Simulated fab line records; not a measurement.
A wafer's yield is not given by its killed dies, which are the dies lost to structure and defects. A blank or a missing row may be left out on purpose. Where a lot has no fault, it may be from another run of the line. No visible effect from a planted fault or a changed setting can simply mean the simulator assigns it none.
Split-lot study -- flow rit cmos -- on a route of 202 steps: 5 lots, 27 wafers read

ON THE SPLIT
At RIT_SPACER_ETCHBACK_05 (etches Si3N4 in SF6/CHF3, stops on SiO2, target depth 250 nm, time 240 s), the setting target depth a was moved away from the recipe's 2500 angstrom on 9 of the 27 wafers read, by +48.8% to +53.8%. The other wafers ran this setting at the recipe's value.

The reading comes from the split's own step.

THE READING
oes product au, in a.u., at RIT_SPACER_ETCHBACK_05 (etches Si3N4 in SF6/CHF3, stops on SiO2, target depth 250 nm, time 240 s). Typical for fault-free wafers on this fab line: 0.854 a.u., with standard deviation 0.016 a.u.

wafer,"tool, chamber at the split","target depth a as run, angstrom",against the recipe,"oes product au, a.u.",against lot-mates on the recipe
L075.1,"rie diel-02, 0",2500,recipe,0.859,-
L075.2,"rie diel-02, 2",2500,recipe,0.864,-
L075.3,"rie diel-02, 1",2500,recipe,0.866,-
L075.4,"rie diel-02, 3",2500,recipe,0.867,-
L075.5,"rie diel-02, 2",2500,recipe,0.854,-
L075.6,"rie diel-02, 3",2500,recipe,0.861,-
L076.1,"rie diel-04, 1",3808,+52.3%,0.676,-0.180
L076.2,"rie diel-04, 3",3808,+52.3%,0.652,-0.204
L076.3,"rie diel-04, 2",3808,+52.3%,0.676,-0.180
L076.4,"rie diel-04, 2",2500,recipe,0.864,-
L076.5,"rie diel-04, 3",2500,recipe,0.833,-
L076.6,"rie diel-04, 1",2500,recipe,0.870,-
L078.1,"rie diel-02, 2",3844,+53.8%,0.675,-0.190
L078.2,"rie diel-02, 1",3844,+53.8%,0.692,-0.173
L078.3,"rie diel-02, 3",2500,recipe,0.863,-
L078.4,"rie diel-02, 0",3844,+53.8%,0.673,-0.192
L078.5,"rie diel-02, 2",2500,recipe,0.861,-
L078.6,"rie diel-02, 1",2500,recipe,0.872,-
L080.4,"rie diel-01, 1",2500,recipe,0.883,-
L080.5,"rie diel-01, 1",2500,recipe,0.876,-
L080.6,"rie diel-01, 0",2500,recipe,0.838,-
L081.1,"rie diel-02, 2",3721,+48.8%,0.685,-0.179
L081.2,"rie diel-02, 1",2500,recipe,0.880,-
L081.3,"rie diel-02, 3",2500,recipe,0.859,-
L081.4,"rie diel-02, 3",2500,recipe,0.852,-
L081.5,"rie diel-02, 2",3721,+48.8%,0.674,-0.190
L081.6,"rie diel-02, 1",3721,+48.8%,0.694,-0.170

FIT RESULTS
A straight line over all 27 wafers: oes product au changes by -0.00358 a.u. for each +1% of target depth a; r = -0.99; the points scatter about the line by 0.013 a.u.
The same after taking each lot's own level away (the mean of its wafers on the recipe; 27 wafers): -0.00356 a.u. for each +1%; r = -0.99; scatter 0.012 a.u.
On that fit, the largest move of target depth a shifts the reading by 0.19 a.u.
The lots' own levels span 0.8557 to 0.8657 a.u., that is 0.6 times the standard deviation above.
The two slopes are in agreement: the lot-to-lot level therefore moves the slope only a little.
Check: for one of the wafers moved furthest among these (+53.8%), held out of the fit, the line's prediction against its lot-mates is -0.192 a.u. Against them it came out at -0.19 a.u.
Tool readings at the split's step, against how far the setting was moved: oes product au r = -0.99.

THE WHOLE CHAIN: every reading that the file lists as answering this split, in the file's order
step,what it does,reading,change (the file's fit),r (the file's)
RIT_SPACER_ETCHBACK_05,"etches Si3N4 in SF6/CHF3, stops on SiO2, target depth 250 nm, time 240 s",oes product au,-0.00356 a.u. for each +1% of the setting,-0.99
RIT_SPACER_ETCHBACK_05,"etches Si3N4 in SF6/CHF3, stops on SiO2, target depth 250 nm, time 240 s","SiO2_of_FOX2_OXIDATION_00.thk nm (the simulator's own value, which no gauge read)",-0.435 nm for each +1% of the setting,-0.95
RIT_SPACER_ETCHBACK_05,"etches Si3N4 in SF6/CHF3, stops on SiO2, target depth 250 nm, time 240 s","poly-Si_of_GATE_CVD_08.thk nm (the simulator's own value, which no gauge read)",-0.524 nm for each +1% of the setting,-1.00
RIT_SPACER_ETCHBACK_05,"etches Si3N4 in SF6/CHF3, stops on SiO2, target depth 250 nm, time 240 s","Si3N4_of_SPACER_CVD_03.thk nm (the simulator's own value, which no gauge read)",-0.448 nm for each +1% of the setting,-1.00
RIT_M1_PROBE_99,,"etest.pplus sal.width nm (the simulator's own value, which no gauge read)",+3.84 nm for each +1% of the setting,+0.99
RIT_M1_PROBE_99,,"etest.nplus sal.width nm (the simulator's own value, which no gauge read)",+3.75 nm for each +1% of the setting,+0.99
RIT_M1_PROBE_99,,"etest.nldd.width nm (the simulator's own value, which no gauge read)",+2.47 nm for each +1% of the setting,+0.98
RIT_M1_PROBE_99,,"etest.pldd.width nm (the simulator's own value, which no gauge read)",+2.89 nm for each +1% of the setting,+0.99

THE FILE'S OWN FIT
oes product au changes by -0.00356 a.u. for each +1% of target depth a, r = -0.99.
